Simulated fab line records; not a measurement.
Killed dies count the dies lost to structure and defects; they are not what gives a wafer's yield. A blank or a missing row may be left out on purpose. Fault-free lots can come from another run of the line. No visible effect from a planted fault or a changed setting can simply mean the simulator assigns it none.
Which tool is to blame? :: flow berkeley-cmos170 :: 7 lots, 21 wafers sampled, at 2 steps of a route of 331

## WHAT THE GAUGES SHOWED, per wafer
UCB170_ACTIVE_THK_MEAS_06.
lot: L905
measured: day 4 11:49
on: film-metro-04
ACTIVE_NITRIDE_THK (nm): 223.3 224.2 224.1

lot: L907
measured: day 4 13:53
on: film-metro-02
ACTIVE_NITRIDE_THK (nm): 446.5 451.0 450.4

lot: L913
measured: day 6 02:27
on: film-metro-02
ACTIVE_NITRIDE_THK (nm): 222.3 220.9 222.3

lot: L919
measured: day 7 09:22
on: film-metro-01
ACTIVE_NITRIDE_THK (nm): 219.9 220.4 221.0

lot: L922
measured: day 7 23:09
on: film-metro-04
ACTIVE_NITRIDE_THK (nm): 220.0 220.1 219.8

lot: L924
measured: day 8 12:48
on: film-metro-01
ACTIVE_NITRIDE_THK (nm): 225.8 225.8 226.5

lot: L927
measured: day 9 04:49
on: film-metro-02
ACTIVE_NITRIDE_THK (nm): 223.7 224.7 226.4

## EACH LOT AND THE TOOL THAT RAN IT (in order: tool; ch and the chambers of the sampled wafers; start)
lot: L905
UCB170_ACTIVE_CVD_05: lpcvd-02 ch 1, day 4 09:53

lot: L907
UCB170_ACTIVE_CVD_05: lpcvd-02 ch 0, day 4 09:53

lot: L913
UCB170_ACTIVE_CVD_05: lpcvd-01 ch 0, day 5 23:34

lot: L919
UCB170_ACTIVE_CVD_05: lpcvd-01 ch 0, day 7 07:26

lot: L922
UCB170_ACTIVE_CVD_05: lpcvd-01 ch 1, day 7 21:14

lot: L924
UCB170_ACTIVE_CVD_05: lpcvd-02 ch 0, day 8 09:55

lot: L927
UCB170_ACTIVE_CVD_05: lpcvd-02 ch 1, day 9 01:56
- UCB170_ACTIVE_CVD_05: deposits Si3N4 from SiH2Cl2/NH3, target thk 220 nm, time 3300 s.

## THE ANSWER, worked out from the rows above alone
Rule: the lots themselves supply what counts as usual. The widest of any qualifying gaps counts: lots, ordered by their means at a reading, are off when they make up no more than a third of the lots, leave a main group of 4 or more, and stand apart from it by 3 or more times the standard deviation of that group's means. A main group whose means are all the same, to the digits that the tables above print for the reading, isn't used. A lot without any number at a reading at which 4 lots or more have one is off too. The other lots that the step has rows for count as sound.
Off: L907, at UCB170_ACTIVE_THK_MEAS_06 (ACTIVE_NITRIDE_THK). The main group has a mean of 222.8 nm with a standard deviation of 2.3.
If a tool, at a process step before that reading, ran all the lots that are off and no sound lot after the first of them, it fits. Gauges at UCB170_ACTIVE_THK_MEAS_06: tried the same way as those tools. Not one of the candidates tried fits.

## WHAT THE SIMULATOR HAD PUT IN
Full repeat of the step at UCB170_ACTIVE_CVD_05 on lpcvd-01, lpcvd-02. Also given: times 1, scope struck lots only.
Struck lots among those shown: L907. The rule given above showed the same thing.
